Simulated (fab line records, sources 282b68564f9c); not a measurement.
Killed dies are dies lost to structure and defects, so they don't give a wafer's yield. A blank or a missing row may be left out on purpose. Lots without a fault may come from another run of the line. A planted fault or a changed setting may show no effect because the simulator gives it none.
Which tool did it? | flow rit_cmos | 14 lots, 42 wafers sampled, at 3 steps of a route of 202

WHAT THE GAUGES READ, wafer by wafer
RIT_WELLDRIVE_RS_MEAS_01: measures by four-point-probe.
lot  | measured    | on            | NWELL_RS (ohm/sq)
L289 | day 2 04:24 | film_metro-04 | 275.7 275.9 275.5
L291 | day 2 14:58 | film_metro-04 | 275.2 274.3 275.9
L292 | day 2 19:32 | film_metro-04 | 274.6 273.9 274.2
L294 | day 3 09:08 | film_metro-04 | 275.6 274.3 274.6
L300 | day 4 12:25 | film_metro-01 | 276.4 276.9 276.0
L301 | day 4 16:13 | film_metro-04 | 275.9 276.6 276.1
L303 | day 5 02:22 | film_metro-01 | 274.6 274.7 275.4
L305 | day 5 12:41 | film_metro-03 | 285.9 285.5 284.6
L306 | day 5 19:41 | film_metro-03 | 284.0 284.1 284.0
L307 | day 6 00:01 | film_metro-04 | 274.5 274.8 274.9
L309 | day 6 09:46 | film_metro-01 | 274.7 275.4 274.9
L310 | day 6 13:59 | film_metro-04 | 275.5 276.9 276.7
L311 | day 6 19:02 | film_metro-04 | 275.1 276.2 274.9
L312 | day 7 01:34 | film_metro-01 | 275.6 276.2 276.0

RIT_WELLDRIVE_RS_MEAS_02: measures by four-point-probe.
lot  | measured    | on            | PWELL_RS (ohm/sq)
L289 | day 2 04:31 | film_metro-04 | 430.8 429.5 430.5
L291 | day 2 15:05 | film_metro-04 | 427.0 428.6 429.4
L292 | day 2 19:39 | film_metro-04 | 429.8 429.5 430.6
L294 | day 3 09:16 | film_metro-04 | 427.3 428.4 427.2
L300 | day 4 12:32 | film_metro-01 | 429.9 430.2 428.6
L301 | day 4 16:20 | film_metro-04 | 429.5 430.3 429.2
L303 | day 5 02:29 | film_metro-01 | 429.0 429.2 428.9
L305 | day 5 12:48 | film_metro-03 | 438.2 438.2 438.4
L306 | day 5 19:49 | film_metro-03 | 438.0 438.6 438.7
L307 | day 6 00:08 | film_metro-04 | 430.0 428.6 427.9
L309 | day 6 09:53 | film_metro-01 | 428.1 428.5 427.9
L310 | day 6 14:06 | film_metro-04 | 430.2 429.0 430.3
L311 | day 6 19:09 | film_metro-04 | 428.8 430.1 428.9
L312 | day 7 01:41 | film_metro-01 | 428.7 428.9 429.2

WHICH TOOL RAN EACH LOT (tool, then ch and the chambers of the sampled wafers, then the start)
lot  | RIT_WELLDRIVE_ANNEAL_00
L289 | furnace-04 ch 0, day 1 23:17
L291 | furnace-04 ch 0, day 2 09:50
L292 | furnace-03 ch 0, day 2 14:27
L294 | furnace-04 ch 0, day 3 04:03
L300 | furnace-01 ch 0, day 4 07:19
L301 | furnace-04 ch 0, day 4 11:08
L303 | furnace-01 ch 0, day 4 21:17
L305 | furnace-01 ch 0, day 5 07:34
L306 | furnace-01 ch 0, day 5 14:36
L307 | furnace-04 ch 0, day 5 18:53
L309 | furnace-03 ch 0, day 6 04:38
L310 | furnace-04 ch 0, day 6 08:52
L311 | furnace-04 ch 0, day 6 13:56
L312 | furnace-03 ch 0, day 6 20:29
- RIT_WELLDRIVE_ANNEAL_00: time 14700 s.

WHAT THE TOOLS THEMSELVES READ (means of the sampled wafers that have a number; where no wafer has one, the mark that the record gives instead)
RIT_WELLDRIVE_ANNEAL_00.
lot  | tool       | spike_tc_centre_C (C) | tube_center_temp_C (C) | tube_center_temp_C_max | zone_power_centre_pct (%) | zone_power_source_pct (%)
L289 | furnace-04 | 1102.7                | 1100                   | 1102.6                 | 58                        | 43.0
L291 | furnace-04 | 1102.9                | 1100                   | 1103.0                 | 59                        | 42.9
L292 | furnace-03 | 1104.0                | 1100                   | 1102.6                 | 49                        | 43.4
L294 | furnace-04 | 1102.4                | 1100                   | 1102.6                 | 58                        | 42.7
L300 | furnace-01 | 1102.7                | 1100                   | 1103.4                 | 49                        | 41.1
L301 | furnace-04 | 1102.2                | 1100                   | 1103.1                 | 59                        | 42.6
L303 | furnace-01 | 1102.7                | 1100                   | 1102.6                 | 48                        | 41.1
L305 | furnace-01 | 1093.9                | 1092                   | 1094.9                 | 48                        | 40.3
L306 | furnace-01 | 1095.3                | 1092                   | 1094.9                 | 48                        | 40.3
L307 | furnace-04 | 1104.4                | 1100                   | 1102.5                 | 59                        | 42.8
L309 | furnace-03 | 1103.8                | 1100                   | 1103.1                 | 49                        | 43.5
L310 | furnace-04 | 1103.2                | 1100                   | 1102.6                 | 59                        | 42.8
L311 | furnace-04 | 1102.4                | 1100                   | 1102.9                 | 59                        | 42.8
L312 | furnace-03 | 1104.7                | 1100                   | 1103.1                 | 50                        | 43.6

THE ANSWER, worked out from the rows above alone
Rule: what is usual is taken from the lots themselves. Put in order of their means at a reading, lots are off if they are a third of the lots or fewer, leave a main group of 4 or more, and stand apart from it by a gap of 3 or more times the standard deviation of the main group's means; of several such gaps the widest counts. A main group whose means are all the same, to the digits that the tables above print for the reading, isn't used. A lot without any number at a reading at which 4 lots or more have one is off too. The other lots that the step has rows for count as sound. The gauges are gone through in route order, then the tools' own readings, and for those a lot's mean is taken as printed above. The first step at which some lot is off is used, and at that step the reading that is off furthest; a lot without a number counts as furthest.
Off: L305, L306, at RIT_WELLDRIVE_RS_MEAS_01 (NWELL_RS). The main group: mean 275.4 ohm/sq, standard deviation 0.68.
A tool fits if, at a process step before that reading, it ran every lot that is off, and no sound lot after the first of them. The gauges at RIT_WELLDRIVE_RS_MEAS_01 aren't tried: what is off there is off at RIT_WELLDRIVE_ANNEAL_00 too, on other tools, and a gauge's error can't cause that. One fits: furnace-01 at RIT_WELLDRIVE_ANNEAL_00. Its last sound lot is L303 (day 4 21:17), its first lot that is off L305 (day 5 07:34): a fault that began between those two fits.
The tool's own readings at RIT_WELLDRIVE_ANNEAL_00 bear it out: on the lots that are off they differ by more than 5 times the standard deviation of the sound lots' means. spike_tc_centre_C reads 1094.6 C there against 1103.2 C on the sound lots; tube_center_temp_C reads 1092 C there against 1100 C on the sound lots; tube_center_temp_C_max reads 1094.9 there against 1102.8 on the sound lots.

WHAT THE SIMULATOR HAD PUT IN
Process parameter drift: furnace-01, from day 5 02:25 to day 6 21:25, at RIT_WELLDRIVE_ANNEAL_00. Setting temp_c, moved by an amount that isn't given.
Lots struck among those shown: L305, L306. The rule above found the same.
